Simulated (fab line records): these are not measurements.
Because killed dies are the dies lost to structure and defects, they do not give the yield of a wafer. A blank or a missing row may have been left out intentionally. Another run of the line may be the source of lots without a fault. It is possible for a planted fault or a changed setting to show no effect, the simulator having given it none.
The tool behind it: which one?	flow berkeley_cmos170	Sampling: 7 lots, 21 wafers, 3 of 331 route steps

## WHAT EACH GAUGE READ, for each wafer
UCB170_PWELL_THK_MEAS_03.
lot	measured	on	PWELL_OXIDE_THK (nm)
L159	day 3 07:31	film_metro-01	26.2 26.4 26.0
L162	day 4 00:55	film_metro-02	26.7 27.1 26.6
L164	day 4 00:56	film_metro-01	26.7 26.3 26.6
L169	day 5 00:52	film_metro-02	27.0 26.8 26.9
L176	day 6 13:49	film_metro-04	27.7 27.3 27.4
L179	day 7 06:46	film_metro-02	26.1 26.1 26.0
L181	day 7 15:09	film_metro-04	25.9 26.0 25.7

## EACH LOT AND THE TOOL THAT RAN IT (in order: tool; ch and the chambers of the sampled wafers; start)
lot	UCB170_NWELL_ETCH_13	UCB170_NWELL_STRIP_15
L159	rie_diel-04 ch 1,2,3, day 2 21:32	plasma_asher-04 ch 0,1, day 2 21:47
L162	rie_diel-02 ch 0,2, day 3 10:42	plasma_asher-01 ch 0,1, day 3 10:58
L164	rie_diel-04 ch 0,1,3, day 3 17:21	plasma_asher-04 ch 0,1, day 3 17:38
L169	rie_diel-04 ch 0,2,3, day 4 14:07	plasma_asher-04 ch 0,1, day 4 14:24
L176	rie_diel-02 ch 0,1,3, day 6 05:49	plasma_asher-02 ch 0, day 6 06:04
L179	rie_diel-02 ch 0,2,3, day 6 19:26	plasma_asher-01 ch 0,1, day 6 19:41
L181	rie_diel-02 ch 1,2, day 7 04:21	plasma_asher-02 ch 0,1, day 7 04:38
- UCB170_NWELL_ETCH_13: etches Si3N4 in CH3F/Ar/O2, stops on SiO2, target depth 246.4 nm, time 154 s.
- UCB170_NWELL_STRIP_15: strips in O2.

## THE ANSWER, worked out from the rows above alone
Rule: the lots themselves supply what counts as usual. Put in order of their means at a reading, lots are off if they are a third of the lots or fewer, leave a main group of 4 or more, and stand apart from it by a gap of 3 or more times the standard deviation of the main group's means; of several such gaps the widest counts. The tables above print the reading to a certain number of digits; a main group whose means all agree to those digits is not used. Also off: a lot with no number at a reading for which 4 or more lots have one. Any other lot the step has rows for is counted as sound.
Nothing can be told from this: no lot is off at any reading shown.

## WHAT HAD BEEN PUT IN BY THE SIMULATOR
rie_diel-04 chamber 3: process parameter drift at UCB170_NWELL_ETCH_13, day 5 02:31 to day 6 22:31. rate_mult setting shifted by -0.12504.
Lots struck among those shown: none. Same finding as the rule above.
